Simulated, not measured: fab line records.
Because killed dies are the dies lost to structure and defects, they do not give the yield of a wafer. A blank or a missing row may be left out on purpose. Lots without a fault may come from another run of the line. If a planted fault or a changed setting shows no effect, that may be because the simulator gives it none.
A struck lot beside a sound one -- flow berkeley cmos170 -- 17 out of 331 route steps
Sound: these wafers, L300.1, L300.2, L300.6. Struck: wafer L314.3. (L314.1, L314.5 of the same lot were not struck and are left out.) The cause comes at the end.
At each step with rows: each side's tool, then ch and its chambers, then its first start. Under that, the readings that differ: sound wafers -- struck wafers -- difference of the means -- sigmas: that difference in standard deviations of wafers without a fault.
alike: same words and numbers on both sides, and readings whose means sit less than 2 such deviations apart. not compared: any withheld reading, any reading some wafer has no value for, any bound like >300 that may hide the same value, and any number with overlapping values for which the record gives no deviation.
The two part at a step that has a row with sigmas, a row that says differs or no value, or rows on one side only. Numbers that have no deviation but don't overlap get no sigmas and don't part them. A reading that every wafer of one side lacks parts them only if that side has two wafers or more.

first, 6 steps without rows for these wafers: UCB170_V1_HMDS_06 (prime time 60 s); UCB170_V1_COAT_07 (resist thk 900 nm); UCB170_V1_SOFTBAKE_08 (time 60 s); UCB170_V1_EXPOSE_09 (exposes mask VIA1, target cd 700 nm); UCB170_V1_PEB_10; UCB170_V1_DEVELOP_11 (develop time 45 s).
UCB170_V1_CD_MEAS_12: target cd 700 nm.
  sound on cd sem-02 at day 7 09:56; struck on cd sem-02 at day 10 09:46
reading,sound,struck,difference,sigmas
cd nm (nm),698.0 697.7 698.2,701.3,+3.3,+2
UCB170_V1_OVL_MEAS_13:
  sound on overlay-01 at day 7 10:03; struck on overlay-02 at day 10 09:55
  alike: V1_OVL
UCB170_V1_ETCH_14: etches SiO2 in CHF3/CF4/Ar, stops on Al, target depth 1250 nm, time 291 s.
  sound on rie diel-03 ch 0,1,2, day 7 10:05; struck on rie diel-02 ch 3, day 10 09:57
  alike: drypump motor current A, oes product au, throttle valve pct
  not compared: rf hours counter h
UCB170_V1_STRIP_15: strips in O2.
  sound on plasma asher-04 ch 0,1, day 7 10:16; struck on plasma asher-04 ch 0, day 10 10:07
  alike: drypump motor current A, oes product au, strip time to endpoint s
  not compared: rf hours counter h
UCB170_V1_CD_MEAS_90: target cd 700 nm.
  sound on cd sem-01 at day 7 10:22; struck on cd sem-01 at day 10 10:13
reading,sound,struck,difference,sigmas
cd nm (nm),698.6 696.7 699.3,702.4,+4.2,+2
then, 1 step without rows for these wafers: UCB170_M2_PRE_CLEAN_00 (preclean etch time 60 s).
UCB170_M2_SPUTTER_01: material Al, target thk 900 nm, time 120 s.
  sound on pvd sputter-03 at day 7 10:33; struck on pvd sputter-03 at day 10 10:25
  alike: cathode dc power W, chamber pressure pa, throttle valve pct
UCB170_M2_RS_MEAS_02: uses a four-point probe to measure.
  sound on film metro-02 at day 7 10:38; struck on film metro-02 at day 10 10:29
reading,sound,struck,difference,sigmas
M2_AL_RS (ohm/sq),0.0319 0.0325 0.0320,0.0337,+0.0016,+4
UCB170_M2_THK_MEAS_03: measures by xrf.
  sound on film metro-02 at day 7 10:45; struck on film metro-02 at day 10 10:37
reading,sound,struck,difference,sigmas
M2_AL_THK (nm),935 911 927,875,-49,-4
then, 2 steps without rows for these wafers: UCB170_M2_HMDS_04 (prime time 60 s); UCB170_M3_PROBE_99.

## WHERE THEY PART
At UCB170_V1_CD_MEAS_12 first; at UCB170_M2_THK_MEAS_03 last (within this record only).

WHY: the cause the simulator had injected
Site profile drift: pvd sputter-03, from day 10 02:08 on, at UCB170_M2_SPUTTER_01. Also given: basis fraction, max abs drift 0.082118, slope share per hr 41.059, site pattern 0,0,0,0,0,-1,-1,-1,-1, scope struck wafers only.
